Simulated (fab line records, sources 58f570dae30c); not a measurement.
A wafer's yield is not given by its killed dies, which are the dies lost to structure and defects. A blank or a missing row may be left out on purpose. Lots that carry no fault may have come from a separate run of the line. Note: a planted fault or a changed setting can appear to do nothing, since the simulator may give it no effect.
The tool behind it: which one?    flow berkeleyCmos170    14 lots with 42 wafers sampled at 3 steps, on a route of 331 steps

== WHAT THE GAUGES READ, wafer by wafer ==
UCB170_M2_RS_MEAS_02: the measuring method here is four-point-probe. Usual: M2_AL_RS gives 0.03221 ohm/sq (standard deviation 0.00029).
lot   measured      on            M2_AL_RS (ohm/sq)        flag
L850  day 9 02:28   filmMetro-03  0.03248 0.03238 0.03243  
L852  day 9 16:49   filmMetro-03  0.03255 0.03241 0.03261  
L854  day 9 18:00   filmMetro-03  0.03174 0.03164 0.03151  
L853  day 9 19:02   filmMetro-02  0.03222 0.03229 0.03251  
L855  day 9 21:56   filmMetro-01  0.03241 0.03212 0.03204  
L856  day 10 14:34  filmMetro-01  0.0316 0.0319 0.03162    
L858  day 10 14:38  filmMetro-03  0.0325 0.03211 0.03237   
L860  day 11 06:12  filmMetro-02  0.03239 0.03232 0.03236  
L859  day 11 06:26  filmMetro-03  0.03232 0.03201 0.03231  
L861  day 11 12:41  filmMetro-03  0.03202 0.03192 0.03189  
L867  day 12 18:44  filmMetro-03  0.02457 0.03246 0.02473  OFF
L865  day 12 18:56  filmMetro-02  0.03182 0.03183 0.03214  
L869  day 12 19:40  filmMetro-01  0.03281 0.0247 0.03185   OFF
L870  day 12 22:22  filmMetro-03  0.03234 0.03203 0.03218  

UCB170_M2_THK_MEAS_03: measures by xrf. Usual: M2_AL_THK gives 884 nm (standard deviation 10).
lot   measured      on            M2_AL_THK (nm)  flag
L850  day 9 02:35   filmMetro-03  884 885 883     
L852  day 9 16:56   filmMetro-03  879 883 872     
L854  day 9 18:07   filmMetro-03  904 906 906     
L853  day 9 19:10   filmMetro-02  892 890 878     
L855  day 9 22:04   filmMetro-01  867 876 884     
L856  day 10 14:40  filmMetro-01  899 891 891     
L858  day 10 14:45  filmMetro-03  879 890 879     
L860  day 11 06:19  filmMetro-02  888 890 886     
L859  day 11 06:34  filmMetro-03  891 900 888     
L861  day 11 12:49  filmMetro-03  895 894 904     
L867  day 12 18:50  filmMetro-03  1154 877 1143   OFF
L865  day 12 19:03  filmMetro-02  903 899 890     
L869  day 12 19:47  filmMetro-01  861 1132 884    OFF
L870  day 12 22:29  filmMetro-03  877 888 883     

== TOOL THAT RAN EACH LOT (tool first, then ch and the chambers of the sampled wafers, then the start) ==
lot   UCB170_M2_SPUTTER_01
L850  pvdSputter-02, day 9 02:22
L852  pvdSputter-02, day 9 16:44
L854  pvdSputter-04, day 9 17:54
L853  pvdSputter-01, day 9 18:58
L855  pvdSputter-02, day 9 21:52
L856  pvdSputter-01, day 10 14:25
L858  pvdSputter-02, day 10 14:32
L860  pvdSputter-02, day 11 06:07
L859  pvdSputter-01, day 11 06:22
L861  pvdSputter-04, day 11 12:37
L867  pvdSputter-01, day 12 18:36
L865  pvdSputter-04, day 12 18:50
L869  pvdSputter-01, day 12 19:34
L870  pvdSputter-04, day 12 22:17
- UCB170_M2_SPUTTER_01: material Al, target thk 900 nm, time 120 s.

== WHAT THE TOOLS THEMSELVES READ (means of the sampled wafers that have a number; where no wafer has one, the mark that the record gives instead) ==
UCB170_M2_SPUTTER_01. Usual: throttleValvePct at 29.7 %, with a standard deviation of 1.
lot   tool           throttleValvePct (%)  flag
L850  pvdSputter-02  29.4                  
L852  pvdSputter-02  29.3                  
L854  pvdSputter-04  29.8                  
L853  pvdSputter-01  30.4                  
L855  pvdSputter-02  29.6                  
L856  pvdSputter-01  30.1                  
L858  pvdSputter-02  30.1                  
L860  pvdSputter-02  29.3                  
L859  pvdSputter-01  31.0                  
L861  pvdSputter-04  29.3                  
L867  pvdSputter-01  29.7                  
L865  pvdSputter-04  29.6                  
L869  pvdSputter-01  30.6                  
L870  pvdSputter-04  29.8                  

== THE ANSWER, worked out from the rows above alone ==
Rule: a lot counts as off when the mean over its wafers that have a number is more than 3 standard deviations away from the usual mean. Also off: a lot with no number at a reading for which 4 or more lots have one. Any other lot the step has rows for is counted as sound. The gauges are gone through in route order, then the tools' own readings, and for those a lot's mean is taken as printed above. The first step at which some lot is off is used, and at that step the reading that is off furthest; a lot without a number counts as furthest.
Off: at UCB170_M2_RS_MEAS_02 (M2_AL_RS), L867, L869.
A tool fits if, at a process step before that reading, it ran every lot that is off, and no sound lot after the first of them. The gauges at UCB170_M2_RS_MEAS_02 are tried like those tools. One candidate fits, namely pvdSputter-01 at UCB170_M2_SPUTTER_01. Its last sound lot is L859 (day 11 06:22), its first lot that is off L867 (day 12 18:36): a fault that began between those two fits.

== WHAT THE SIMULATOR HAD PUT IN ==
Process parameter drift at UCB170_M2_SPUTTER_01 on pvdSputter-01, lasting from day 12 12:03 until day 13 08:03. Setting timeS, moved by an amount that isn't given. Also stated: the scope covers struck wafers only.
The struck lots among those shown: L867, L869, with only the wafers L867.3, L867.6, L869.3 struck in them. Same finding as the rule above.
